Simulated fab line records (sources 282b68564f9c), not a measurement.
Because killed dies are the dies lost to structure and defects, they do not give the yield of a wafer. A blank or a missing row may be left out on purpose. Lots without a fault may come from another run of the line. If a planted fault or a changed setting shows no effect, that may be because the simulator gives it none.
Problem report in the 8D (eight disciplines) form, filled by code | flow ritCmos | the parts of the form that need people (team, actions taken, sign-off) are left out

## 1. WHAT WENT WRONG
SILICIDE_TI_RS at RIT_SILICIDE_RS_MEAS_02 reads a mean of 47.3 ohm/sq on 1 wafer of 1 lot; wafers without a fault read 50.3 ohm/sq with a standard deviation of 0.56. That is -5.4 standard deviations from the usual mean.
The step: measures by four-point-probe.
Earliest sighting: wafer L714.2 on filmMetro-02 at day 5 09:23. The record has a number at this step for 39 wafers belonging to 13 lots. Rule for "out" (also "out of limits"): further than 4 standard deviations from the usual mean. Any other wafer with a number is counted as sound.

## 2. WHAT IT IS AND WHAT IT IS NOT
question                    | is               | is not
which readings at this step | SILICIDE_TI_RS   | -
which lots                  | L714             | L704, L705, L706, L707, L708, L711, L715, L719, L721, L723, L725, L727
which wafers of those lots  | L714.2           | L714.4, L714.6
read on which gauges        | filmMetro-02     | filmMetro-01, filmMetro-04
when                        | from day 5 09:23 | up to then (20 sound wafers); but 18 sound wafers of L715, L719, L721, L723, L725, L727 came after

## 3. WHAT RULES OUT EACH SUSPECT
Counting: if a tool at a process step up to the reading ran every lot that is out, it stays a suspect. Sound lots after the first of them don't rule it out here, since some wafers of a struck lot are sound.
- the gauge at RIT_SILICIDE_RS_MEAS_02: kept. All the wafers that are out were read on filmMetro-02, and no step on other tools shows them out.
- pvdSputter-04 at RIT_SILICIDE_SPUTTER_01 (material Ti, target thk 30 nm, time 229.8 s): kept. The lot that is out, L714, ran on it at day 5 09:13; the last sound lot it ran before that was L707, at day 4 00:41.
After counting, pvdSputter-04 at RIT_SILICIDE_SPUTTER_01 and filmMetro-02 at RIT_SILICIDE_RS_MEAS_02 remain.

## 4. THE CAUSE (what the simulator had put in)
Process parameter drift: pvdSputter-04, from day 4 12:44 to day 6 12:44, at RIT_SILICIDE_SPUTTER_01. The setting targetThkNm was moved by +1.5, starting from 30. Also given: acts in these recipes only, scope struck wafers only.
After counting, 2 suspects remain, this tool included.

## 5. THE CHAIN OF EFFECTS, in route order
Each row: a reading whose mean over the struck wafers that have a number lies more than 3 standard deviations from the usual. Only readings whose record carries a usual standard deviation are examined. hours: median over the lots of the time between each lot's start at the first step of this table that gives one and its start at this step. sigmas: the change, counted in usual standard deviations.
hours | step                     | reading         | usual       | on struck wafers | change | sigmas
0     | RIT_SILICIDE_RS_MEAS_02  | SILICIDE_TI_RS  | 50.3 ohm/sq | 47.3             | -3.0   | -5.4
0     | RIT_SILICIDE_THK_MEAS_03 | SILICIDE_TI_THK | 29.1 nm     | 30.8             | +1.7   | +5.5
At these later measuring or inspecting steps, every struck wafer for which the step has a row has a number for every such reading, and none has moved that far: RIT_CONTACT_CD_MEAS_08, RIT_M1_CD_MEAS_09.

## 6. WHAT WOULD HAVE CAUGHT IT SOONER
21 hours passed between the start of the fault at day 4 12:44 and the first reading out of limits at a measuring or inspecting step in this record, taken at day 5 09:23.
Tool readings at RIT_SILICIDE_SPUTTER_01 with a usual standard deviation given in the record: none out on any struck wafer, hence no alarm at a limit of 4 standard deviations on them.
The start of RIT_SILICIDE_SPUTTER_01 on pvdSputter-04 came by day 5 09:23 for every one of the lots that are out (1). Holding the tool at that point would not have protected any of them.
